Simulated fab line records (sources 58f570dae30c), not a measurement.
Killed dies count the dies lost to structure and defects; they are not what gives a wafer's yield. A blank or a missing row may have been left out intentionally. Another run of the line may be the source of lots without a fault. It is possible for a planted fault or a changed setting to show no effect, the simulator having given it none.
A single fault, viewed from 2 desks    flow berkeley_cmos170    each desk holds nothing but its own numbers, with what lay behind them at the end

METROLOGY DESK
What the gauges read for every lot (on any tool): the sampled wafers with a number, averaged. Any lot whose mean is over 4 standard deviations away from the usual mean is out of limits and marked OUT; that distance is given in the brackets.
Columns: A = FIELD_OXIDE_THK at UCB170_FIELD_THK_MEAS_02, usual 558 nm; B = NVT_TW at UCB170_NVT_TW_MEAS_09, usual 526; C = GATE_OXIDE_THK at UCB170_GATE_THK_MEAS_02, usual 6.62 nm
lot   first seen here  A    B               C
L756  day 4 09:30      557  518             6.43
L759  day 5 08:22      551  529             6.60
L760  day 5 08:24      545  530             6.56
L761  day 5 15:33      557  520             6.50
L762  day 5 22:03      554  521             6.55
L764  day 6 06:34      547  524             6.63
L765  day 6 06:37      539  529             6.78
L769  day 7 08:45      554  523             6.81
L772  day 7 20:55      559  476 (-9.3) OUT  6.64
L773  day 8 02:37      565  468 (-11) OUT   6.64
L774  day 8 02:38      557  533             6.70
L776  day 8 21:41      576  519             6.54
L777  day 9 04:41      573  535             6.50
L779  day 9 21:20      569  521             6.57
This desk reports L772, L773 out of limits; the earliest was L772 at day 9 00:35 (NVT_TW at UCB170_NVT_TW_MEAS_09). In limits: L756, L759, L760, L761, L762, L764, L765, L769, L774, L776, L777, L779.

FOR THE TOOL OWNER'S DESK: implanter-04
UCB170_NVT_IMPLANT_07, tool's own readings: per-lot mean of the sampled wafers with a number, covering each lot this tool ran. Any lot whose mean is over 4 standard deviations away from the usual mean is out of limits and marked OUT; that distance is given in the brackets.
Columns: A = beam_energy_keV at UCB170_NVT_IMPLANT_07, usual 49.999; B = faraday_current_uA at UCB170_NVT_IMPLANT_07, usual 9.49
lot   first seen here  A                         B
L760  day 6 01:28      49.987                    9.46
L764  day 7 04:32      49.982                    9.55
L765  day 7 05:08      50.006                    9.42
L772  day 9 00:20      32.491 (-99 or more) OUT  9.49
L773  day 9 04:09      32.506 (-99 or more) OUT  9.54
This desk's verdict: out of limits on L772, L773, starting with L772 at day 9 00:20 (beam_energy_keV at UCB170_NVT_IMPLANT_07). In limits: L760, L764, L765.

TAKEN TOGETHER
At day 9 00:20, on L772, L773, the tool owner's desk was in a position to raise an alarm.
On L772, L773, the metrology desk was in a position to raise an alarm at day 9 00:35.
On implanter-04, each named lot ran UCB170_NVT_IMPLANT_07.

WHAT WAS PUT IN BY THE SIMULATOR
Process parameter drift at UCB170_NVT_IMPLANT_07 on implanter-04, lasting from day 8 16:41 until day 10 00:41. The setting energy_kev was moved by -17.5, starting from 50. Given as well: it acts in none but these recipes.
Shown lots that were struck: L772, L773.
Time in hours from fault onset to the first out-of-limits reading at each desk: tool owner's desk 8, metrology desk 8.
